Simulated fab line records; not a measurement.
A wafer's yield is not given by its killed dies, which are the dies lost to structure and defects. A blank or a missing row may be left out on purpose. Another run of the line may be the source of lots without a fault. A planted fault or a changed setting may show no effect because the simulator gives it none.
The tool behind it: which one?    flow berkeleyCmos170    Sampling: 15 lots, 45 wafers, 4 of 331 route steps

WHAT THE GAUGES READ, wafer by wafer
UCB170_START_BOW_MEAS_00. Usual: INCOMING_BOW typically reads 1 um, with standard deviation 6.6.
lot   measured     on            INCOMING_BOW (um)  flag
L481  day 1 15:00  filmMetro-01  13 7 -5            
L482  day 1 20:00  filmMetro-02  12 4 -2            
L483  day 2 01:01  filmMetro-02  7 0 -3             
L485  day 2 11:00  filmMetro-03  -8 -6 -3           
L486  day 2 16:02  filmMetro-02  -7 -1 -2           
L487  day 2 21:00  filmMetro-01  3 -5 -3            
L488  day 3 02:00  filmMetro-01  9 6 -2             
L489  day 3 07:00  filmMetro-01  -2 -8 2            
L493  day 4 03:02  filmMetro-03  -6 6 -7            
L496  day 4 18:01  filmMetro-01  3 6 1              
L497  day 4 23:00  filmMetro-01  -3 -2 7            
L498  day 5 04:04  filmMetro-03  -3 5 3             
L499  day 5 09:02  filmMetro-03  -3 -1 7            
L500  day 5 14:01  filmMetro-01  -2 -7 4            
L503  day 6 05:00  filmMetro-02  -1 7 0             

UCB170_FIELD_THK_MEAS_90. Usual: FIELD_OXIDE_LEFT_1_THK typically reads 440 nm, with standard deviation 8.6.
lot   measured     on            FIELD_OXIDE_LEFT_1_THK (nm)  flag
L481  day 4 20:56  filmMetro-02  432 430 430                  
L482  day 4 20:56  filmMetro-04  433 426 434                  
L483  day 5 19:23  filmMetro-03  448 446 442                  
L485  day 5 21:04  filmMetro-04  441 441 437                  
L486  day 5 19:23  filmMetro-04  446 448 452                  
L487  day 6 04:25  filmMetro-02  448 445 452                  
L488  day 6 18:54  filmMetro-04  441 437 447                  
L489  day 6 18:54  filmMetro-03  445 453 450                  
L493  day 7 22:24  filmMetro-04  425 443 448                  
L496  day 7 13:38  filmMetro-02  430 428 429                  
L497  day 7 22:23  filmMetro-02  441 447 448                  
L503  day 9 15:29  filmMetro-02  440 441 435                  

UCB170_SCREENOX_THK_MEAS_02. Usual: SCREENOX_OXIDE_THK typically reads 14.32 nm, with standard deviation 0.24.
lot   measured     on            SCREENOX_OXIDE_THK (nm)  flag
L481  day 5 02:26  filmMetro-01  14.37 14.48 14.30        
L482  day 5 02:30  filmMetro-02  14.24 14.38 14.30        
L483  day 6 02:00  filmMetro-03  14.47 14.10 14.45        
L485  day 6 01:59  filmMetro-02  14.64 14.26 14.46        
L486  day 6 02:01  filmMetro-01  14.45 14.39 14.47        
L487  day 6 09:51  filmMetro-03  14.51 14.18 14.04        
L488  day 7 02:02  filmMetro-01  14.55 14.61 14.51        
L489  day 7 02:06  filmMetro-01  13.72 13.98 13.86        
L493  day 8 05:59  filmMetro-02  14.69 14.45 14.58        
L496  day 7 23:46  filmMetro-01  14.40 14.35 14.52        
L497  day 8 05:58  filmMetro-01  14.56 14.38 14.66        
L503  day 9 23:29  filmMetro-03  14.43 14.07 14.30        

EACH LOT AND THE TOOL THAT RAN IT (in order: tool; ch and the chambers of the sampled wafers; start)
lot   UCB170_ACTIVE_OXIDATION_02
L481  furnace-01 ch 0, day 3 22:10
L482  furnace-01 ch 0, day 3 22:10
L483  furnace-04 ch 0, day 4 17:43
L485  furnace-04 ch 0, day 4 20:34
L486  furnace-04 ch 0, day 4 20:34
L487  furnace-04 ch 0, day 5 07:12
L488  furnace-04 ch 0, day 5 14:48
L489  furnace-04 ch 0, day 5 21:19
L493  furnace-01 ch 0, day 6 18:44
L496  furnace-04 ch 0, day 6 15:02
L497  furnace-01 ch 0, day 6 18:44
L498  furnace-04, day 7 20:42
L499  furnace-04, day 7 11:50
L500  furnace-04, day 7 20:42
L503  furnace-04 ch 0, day 8 17:46
- UCB170_ACTIVE_OXIDATION_02: target thk 26.4 nm, ox time 1260 s.

WHAT THE TOOLS THEMSELVES READ (means of the sampled wafers that have a number; where no wafer has one, the mark that the record gives instead)
UCB170_ACTIVE_OXIDATION_02. Usual: oxTempC 1000.0 C, standard deviation 0.38; oxTempCMax 1003.4, standard deviation 0.71; zonePowerCentrePct 52.9 %, standard deviation 1.1.
lot   tool        oxTempC (C)  oxTempCMax  zonePowerCentrePct (%)  flag
L481  furnace-01  999.8        1002.3      51.3                    
L482  furnace-01  999.9        1002.4      51.4                    
L483  furnace-04  1000.1       1004.3      53.4                    
L485  furnace-04  1000.3       1004.9      54.0                    
L486  furnace-04  999.8        1003.6      53.4                    
L487  furnace-04  1000.3       1003.5      54.1                    
L488  furnace-04  1000.0       1003.7      53.4                    
L489  furnace-04  999.8        1002.8      53.3                    
L493  furnace-01  1000.2       1002.9      51.0                    
L496  furnace-04  1000.4       1003.5      53.5                    
L497  furnace-01  1000.4       1003.7      51.4                    
L498  furnace-04  -            -           -                       OFF
L499  furnace-04  -            -           -                       OFF
L500  furnace-04  -            -           -                       OFF
L503  furnace-04  999.9        1003.3      53.5                    

THE ANSWER, worked out from the rows above alone
Rule: a lot counts as off when the mean over its wafers that have a number is more than 3 standard deviations away from the usual mean. A lot without any number at a reading at which 4 lots or more have one is off too. The other lots that the step has rows for count as sound. First the gauges in route order, then the tools' own readings, where a lot's mean is used as printed above. The first step at which some lot is off is used, and at that step the reading that is off furthest; a lot without a number counts as furthest.
Off, at UCB170_ACTIVE_OXIDATION_02 on oxTempC: L498, L499, L500. Without a number there: L498, L499, L500.
A tool fits if, at that step or a process step before it, it ran every lot that is off, and no sound lot after the first of them. None of those tried fits.

WHAT THE SIMULATOR PUT IN
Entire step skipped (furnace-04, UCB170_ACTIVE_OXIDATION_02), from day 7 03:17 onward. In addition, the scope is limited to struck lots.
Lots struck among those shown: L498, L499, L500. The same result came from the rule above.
